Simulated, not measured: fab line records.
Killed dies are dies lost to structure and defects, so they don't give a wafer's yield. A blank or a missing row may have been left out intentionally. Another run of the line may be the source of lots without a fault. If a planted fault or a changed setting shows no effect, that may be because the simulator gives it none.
Problem report in the 8D (eight disciplines) form, filled by code ; flow berkeley cmos170 ; the parts of the form that need people (team, actions taken, sign-off) are left out

1. THE ISSUE
Wafers without a fault read 0.544 a.u., standard deviation 0.023; oes product au at UCB170_M2_STRIP_19 reads a mean of 0.725 a.u. on 6 wafers belonging to 2 lots. That puts it +7.9 standard deviations away from the usual mean.
The step: strips in O2.
Seen first at day 9 05:41 on plasma asher-01, wafer L465.1. At this step, 42 wafers from 14 lots have a number in the record. The rule behind "out" and "out of limits": a value lying over 4 standard deviations away from the usual mean. Any other wafer with a number is counted as sound.

2. WHAT IT IS, AND WHAT IT ISN'T
question;is;is not
which readings at this step;oes product au;drypump motor current A
which lots;L465, L467;L456, L457, L459, L470, L471, L472, L473, L474, L475, L476, L477, L478
which wafers of those lots;all that have a number;-
read on which tools;plasma asher-01, plasma asher-04;plasma asher-03
when;from day 9 05:41;"up to then (9 sound wafers); but 27 sound wafers of L470, L471, L472, L473, L474, L475, L476, L477, L478 came after"

3. THE SUSPECTS, EACH WITH WHAT RULES IT OUT
Counting: a tool at a process step up to the reading stays a suspect if it ran every lot that is out and no sound lot after the first of them.
- rie metal-04 at UCB170_M2_METAL_ETCH_18 (etches Al in Cl2/BCl3, stops on SiO2, target depth 1170 nm, time 195 s): ruled out as a lasting fault. After its first lot that is out, L465 (day 9 05:30), sound lots L470, L472, L473, L478, L476 ran on it.
Left after counting: nothing in the record.

4. THE CAUSE (what the simulator had put in)
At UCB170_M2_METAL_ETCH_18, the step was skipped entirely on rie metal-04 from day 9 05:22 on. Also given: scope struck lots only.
It was ruled out by counting, in error; the rule expects a fault to strike all lots run on its tool from its start on, and this fault did not.

5. THE CHAIN OF EFFECTS, in route order
Each row: a reading whose mean over the struck wafers that have a number lies more than 3 standard deviations from the usual. Scope: only readings with a usual standard deviation given in the record; hours: median across lots of the time from each lot's start at the first step in this table that gives one to its start at this step; sigmas: change in usual standard deviations.
hours;step;reading;usual;on struck wafers;change;sigmas
0;UCB170_M2_STRIP_19;oes product au;0.544 a.u.;0.725;+0.181;+7.9
Its process steps:
- UCB170_M2_STRIP_19: strips in O2.
Readings that are blank on the struck wafers while sound wafers have them: bcl3 flow sccm at UCB170_M2_METAL_ETCH_18; bias w at UCB170_M2_METAL_ETCH_18; drypump motor current A at UCB170_M2_METAL_ETCH_18; oes product au at UCB170_M2_METAL_ETCH_18; throttle valve pct at UCB170_M2_METAL_ETCH_18; cd nm at UCB170_M2_CD_MEAS_90.

6. WHAT WOULD HAVE CAUGHT IT SOONER
In this record no reading fell out of limits until day 9 05:41, 0 hours after the fault had begun at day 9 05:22.
At UCB170_M2_METAL_ETCH_18 the tool's readings are blank on the struck wafers, where sound wafers have them: an empty tool record is the first sign, and it was there at once.
